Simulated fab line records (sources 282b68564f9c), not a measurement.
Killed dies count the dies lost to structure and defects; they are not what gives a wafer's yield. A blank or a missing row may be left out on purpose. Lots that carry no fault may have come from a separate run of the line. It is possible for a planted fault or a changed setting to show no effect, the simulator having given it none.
fab line records	flow rit_cmos
record: lots: 6	wafers: 18	last_day: 7
route steps=202 shown NRETRO@53 PRETRO@64
lots that met no fault: taken from a fault-free run of the same line
start_h: hours from the record's first day to the start of the lot's first wafer shown	wait_h: how many hours have passed since the lot's step before this one	" same as the row above	L1.1+2: one row covering several wafers at once	- no value, or no start given	* or withheld: withheld	< > ~ a bound
route shown NAME@n: names a module that has steps shown in the file, with the first one's number in the route	usual: average and standard deviation across the fault-free wafers	same: alike in all rows	chamber/n: place in a boat	sites: the reading at each site	_std_site: how widely they spread, as a standard deviation	_edge_site: the outer-site mean with the inner-site mean subtracted	radius_mm: for every site, how far away it sits from the centre of the wafer	mask NAME#n: copy n	behind: the last tool/chamber to shape the wafer	hold: why the lot was held/for how many hours/how that ended	device: the transistor (n, p or np) that didn't switch	end of line: tests run on the same wafers once the route is complete	a step with no rows: only its recipe	killed: the dies lost at the first sort to structure and to defects; this is not the yield of the wafer	map: a wafer's dies, x killed, . not, _ none there
set.NAME: setting as actually run; set.NAME@STEP: the setting as run at that earlier step	model.NAME: the simulator's own value behind a step, which no gauge read
certain route steps with their lots: each step a table, each wafer a row
services: a tool's chamber out of use, with start hour (start_h, from the record's first day; less than 0 if before it), hours out, and reason
== steps ==
step: RIT_NRETRO_HMDS_00
recipe: prime_time_s: 60	prime_temp_c: 140
step: RIT_NRETRO_COAT_01
recipe: resist: NOVOLAK	spin_rpm: 2000	resist_thk_nm: 1300
step: RIT_NRETRO_SOFTBAKE_02
recipe: resist: NOVOLAK	temp_c: 90	time_s: 60
step: RIT_NRETRO_EXPOSE_03
recipe: mask_id: M4	na: 0.57	target_cd_nm: 43900	dose_mj: 250
step: RIT_NRETRO_PEB_04
recipe: resist: NOVOLAK	temp_c: withheld	time_s: withheld
step: RIT_NRETRO_DEVELOP_05
recipe: resist: NOVOLAK	develop_time_s: 68	dev_temp_c: 23
step: RIT_NRETRO_OVL_MEAS_06
usual: NRETRO_OVL: 0.6/1.2
lot.wafer	tool	chamber	start_h	wait_h	NRETRO_OVL[nm]
L611.2	overlay-01	-	39.79	-	0.0
L611.4	"	-	"	"	1.3
L611.6	"	-	"	"	2.6
L612.2	overlay-01	-	43.89	-	1.3
L612.3	"	-	"	"	0.4
L612.4	"	-	"	"	0.4
L623.4	overlay-01	-	99.37	-	-0.4
L623.5	"	-	"	"	0.1
L623.6	"	-	"	"	0.8
L624.1	overlay-01	-	103.81	-	0.9
L624.2	"	-	"	"	1.7
L624.6	"	-	"	"	1.6
L629.2	overlay-02	-	129.68	-	1.6
L629.3	"	-	"	"	1.4
L629.6	"	-	"	"	-0.9
L632.1	overlay-02	-	143.92	-	1.6
L632.3	"	-	"	"	0.4
L632.5	"	-	"	"	1.4
step: RIT_NRETRO_HARDBAKE_07
recipe: resist: NOVOLAK	temp_c: 140	time_s: 120
step: RIT_NRETRO_IMPLANT_08
recipe: species: P	energy_kev: 70	dose_cm2: 1e+13	tilt_deg: 7
step: RIT_NRETRO_STRIP_09
recipe: chemistry: O2	time_s: 180	resist: NOVOLAK	platen_temp_c: withheld	power_w: 500	pressure_mtorr: 4000	o2_flow_sccm: 4000
usual: drypump_motor_current_A: 5.5/0.39
lot.wafer	tool	chamber	start_h	wait_h	drypump_motor_current_A	rf_hours_counter_h
L611.2	plasma_asher-04	1	40.22	0.1	5.7	41
L611.4	"	1	"	"	5.7	-
L611.6	"	1	"	"	5.7	-
L612.2	plasma_asher-02	0	44.32	0.1	6.2	43
L612.3	"	0	"	"	6.2	-
L612.4	"	1	"	"	5.1	-
L623.4	plasma_asher-01	0	99.84	0.1	5.2	-
L623.5	"	1	"	"	5.2	-
L623.6	"	0	"	"	5.2	-
L624.1	plasma_asher-01	1	104.24	0.1	5.2	23
L624.2	"	0	"	"	5.2	23
L624.6	"	0	"	"	5.2	-
L629.2	plasma_asher-02	0	130.11	0.1	6.2	53
L629.3	"	0	"	"	6.1	-
L629.6	"	0	"	"	6.2	-
L632.1	plasma_asher-01	0	144.35	0.1	5.2	27
L632.3	"	1	"	"	5.2	-
L632.5	"	0	"	"	5.2	-
step: RIT_NRETRO_TW_MEAS_10
usual: NRETRO_TW: 1051/8.7
lot.wafer	tool	chamber	start_h	wait_h	NRETRO_TW
L611.2	film_metro-01	-	40.40	0.1	1053
L611.4	"	-	"	"	1054
L611.6	"	-	"	"	1054
L612.2	film_metro-04	-	44.51	0.1	1044
L612.3	"	-	"	"	1053
L612.4	"	-	"	"	1046
L623.4	film_metro-01	-	99.99	0.1	1050
L623.5	"	-	"	"	1053
L623.6	"	-	"	"	1054
L624.1	film_metro-03	-	104.46	0.2	1068
L624.2	"	-	"	"	1066
L624.6	"	-	"	"	1063
L629.2	film_metro-04	-	130.29	0.1	1045
L629.3	"	-	"	"	1044
L629.6	"	-	"	"	1037
L632.1	film_metro-01	-	144.53	0.1	1056
L632.3	"	-	"	"	1058
L632.5	"	-	"	"	1058
step: RIT_PRETRO_HMDS_00
recipe: prime_time_s: 60	prime_temp_c: 140
step: RIT_PRETRO_COAT_01
recipe: resist: NOVOLAK	spin_rpm: 2000	resist_thk_nm: 1300
usual: chill_plate_temp_C: 23.01/0.1	dispense_pressure_kPa: 49.8/2.4
lot.wafer	tool	chamber	start_h	wait_h	chill_plate_temp_C	dispense_pressure_kPa
L611.2	litho_track-03	0	40.63	0.1	23.17	45.7
L611.4	"	0	"	"	23.11	45.6
L611.6	"	0	"	"	23.16	45.6
L612.2	litho_track-02	0	44.73	0.1	22.82	51.3
L612.3	"	0	"	"	22.84	51.2
L612.4	"	0	"	"	22.96	51.2
L623.4	litho_track-02	-	100.24	0.1	-	-
L623.5	"	-	"	"	-	-
L623.6	"	-	"	"	-	-
L624.1	litho_track-04	-	104.67	0.1	-	-
L624.2	"	-	"	"	-	-
L624.6	"	-	"	"	-	-
L629.2	litho_track-04	0	130.52	0.1	23.16	51.1
L629.3	"	0	"	"	23.13	51.1
L629.6	"	0	"	"	23.07	51.1
L632.1	litho_track-03	0	144.74	0.1	22.95	45.7
L632.3	"	0	"	"	22.94	45.6
L632.5	"	0	"	"	22.81	45.6
step: RIT_PRETRO_SOFTBAKE_02
recipe: resist: NOVOLAK	temp_c: 90	time_s: 60
step: RIT_PRETRO_EXPOSE_03
recipe: mask_id: M5	na: 0.57	target_cd_nm: 43700	dose_mj: 250
step: RIT_PRETRO_PEB_04
recipe: resist: NOVOLAK	temp_c: withheld	time_s: withheld
step: RIT_PRETRO_DEVELOP_05
recipe: resist: NOVOLAK	develop_time_s: 68	dev_temp_c: 23
step: RIT_PRETRO_OVL_MEAS_06
usual: PRETRO_OVL: 1.1/1.1
lot.wafer	tool	chamber	start_h	wait_h	PRETRO_OVL[nm]
L611.2	overlay-02	-	41.34	-	0.8
L611.4	"	-	"	"	0.2
L611.6	"	-	"	"	0.8
L612.2	overlay-01	-	45.57	-	0.8
L612.3	"	-	"	"	1.8
L612.4	"	-	"	"	1.6
L623.4	overlay-02	-	101.12	-	-
L623.5	"	-	"	"	-
L623.6	"	-	"	"	-
L624.1	overlay-02	-	105.40	-	-
L624.2	"	-	"	"	-
L624.6	"	-	"	"	-
L629.2	overlay-01	-	131.23	-	0.4
L629.3	"	-	"	"	0.4
L629.6	"	-	"	"	-0.1
L632.1	overlay-02	-	145.47	-	-0.1
L632.3	"	-	"	"	-0.4
L632.5	"	-	"	"	-0.2
step: RIT_PRETRO_HARDBAKE_07
recipe: resist: NOVOLAK	temp_c: 140	time_s: 120
== services ==
tool	chamber	start_h	hours	kind
plasma_asher-04	-	108.75	9.0	pm
plasma_asher-04	0	108.75	9.0	vent_cycle
plasma_asher-04	1	108.75	9.0	vent_cycle
plasma_asher-04	0	117.75	-	clean
plasma_asher-04	1	117.75	-	clean
plasma_asher-01	-	137.26	4.1	repair
== key ==
first_sign: step: RIT_PRETRO_COAT_01	reading: tool_record	direction: missing
effect: step: RIT_PRETRO_OVL_MEAS_06	reading: PRETRO_OVL	direction: missing
met_at RIT_PRETRO_COAT_01
struck_wafers L623.4,L623.5,L623.6,L624.1,L624.2,L624.6
sort_left_out L623.4,L623.5,L623.6,L624.1,L624.2,L624.6
tester_left_out L623,L624
onset_between 44.73 100.24
fault: kind: skipped_step_whole	tool: litho_track-02,litho_track-04	chamber: -	onset_h: 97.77	steps: RIT_PRETRO_COAT_01	scope: struck_lots_only
tester_left_out: of these lots the tester's yield and bins aren't shown, on N5 and GAA mostly nor the transistor test; their killed dies are dies lost to structure and defects alone, not to doping, threshold or leakage, so they don't give the yield
sort_left_out: the simulated sort isn't trusted on such a fault, so these wafers' sort isn't shown, and their yield isn't known
